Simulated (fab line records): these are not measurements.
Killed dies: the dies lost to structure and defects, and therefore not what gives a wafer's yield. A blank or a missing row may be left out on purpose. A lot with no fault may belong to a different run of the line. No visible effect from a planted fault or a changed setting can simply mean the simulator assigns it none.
Comparing a struck lot with a sound one	flow berkeleyCmos170	14 out of 331 route steps
Sound: these wafers, L104.3, L104.5, L104.6. Struck: wafers L119.2, L119.4, L119.5. Last of all comes the cause.
Each step with rows lists, per side, the tool, then ch with its chambers, then its first start. Under that, the readings that differ: sound wafers	struck wafers	difference of the means	sigmas: that difference in standard deviations of wafers without a fault.
alike: a reading whose means differ by less than 2 such deviations, as well as words and numbers matching on both sides. not compared: withheld readings; readings where some wafer has no value; bounds like >300 that might hide an equal value; numbers whose values overlap and for which the record gives no deviation.
Wherever a step has rows on one side only, a row that says differs or no value, or a row with sigmas, the two part there. Numbers that have no deviation but don't overlap get no sigmas and don't part them. A reading missing from all wafers of one side parts the sides only when that side holds two or more wafers.

UCB170_CONTACT_ETCH_17: etches BARC in N2/H2.
  sound on rieDiel-04 ch 0,1, day 7 22:05; struck on rieDiel-04 ch 1,2,3, day 10 18:52
  alike: drypumpMotorCurrentA, oesProductAu, throttleValvePct
UCB170_CONTACT_ETCH_18: etches PSG in CHF3/CF4/Ar, stops on TiSi2, target depth 840 nm, time 195 s.
  sound on rieDiel-04 ch 0,1; struck on rieDiel-04 ch 1,2,3
  alike: drypumpMotorCurrentA, oesProductAu, throttleValvePct
  not compared: rfHoursCounterH
UCB170_CONTACT_STRIP_19: strips in O2.
  sound on plasmaAsher-01 ch 0,1, day 7 22:17; struck on plasmaAsher-02 ch 0,1, day 10 19:02
  alike: drypumpMotorCurrentA, oesProductAu
  not compared: rfHoursCounterH
UCB170_CONTACT_CD_MEAS_90: the cd target is 700 nm.
  sound on cdSem-01 at day 7 22:23; struck on cdSem-01 at day 10 19:11
reading	sound	struck	difference	sigmas
cdNm (nm)	698.6 697.1 697.8	700.8 700.0 701.9	+3.1	+2
then, 1 step without rows for these wafers: UCB170_CONTACT_CLEAN_20 (cleans in SPM, time 600 s).
UCB170_M1_SPUTTER_00: material Al, target thk 600 nm, time 80 s.
  sound on pvdSputter-03 at day 7 22:38; struck on pvdSputter-03 at day 10 19:28
  alike: cathodeDcPowerW, throttleValvePct
UCB170_M1_RS_MEAS_01: a four-point-probe measurement.
  sound on filmMetro-04 at day 7 22:44; struck on filmMetro-03 at day 10 19:32
  alike: M1_AL_RS
UCB170_M1_THK_MEAS_02: measures by xrf.
  sound on filmMetro-04 at day 7 22:50; struck on filmMetro-03 at day 10 19:39
  alike: M1_AL_THK
then, 4 steps without rows for these wafers: UCB170_M1_COAT_03; UCB170_M1_COAT_04 (resist thk 900 nm); UCB170_M1_SOFTBAKE_05 (time 60 s); UCB170_M1_EXPOSE_06 (exposes mask METAL1, target cd 700 nm).
UCB170_M1_PEB_07:
  struck on lithoTrack-01, day 10 20:25; sound on lithoTrack-01 ch 0, day 7 23:35
  no value came back on the struck wafers for any of 5 readings (chillPlateTempC (C), exhaustPa (Pa) and others); on the sound wafers chillPlateTempC (C) reads 23.07 22.88 22.88
then, 1 step without rows for these wafers: UCB170_M1_DEVELOP_08 (develop time 45 s).

== WHERE THEY PART ==
At UCB170_CONTACT_CD_MEAS_90 first; at UCB170_M1_PEB_07 last (within this record only).

WHY: the cause the simulator had injected
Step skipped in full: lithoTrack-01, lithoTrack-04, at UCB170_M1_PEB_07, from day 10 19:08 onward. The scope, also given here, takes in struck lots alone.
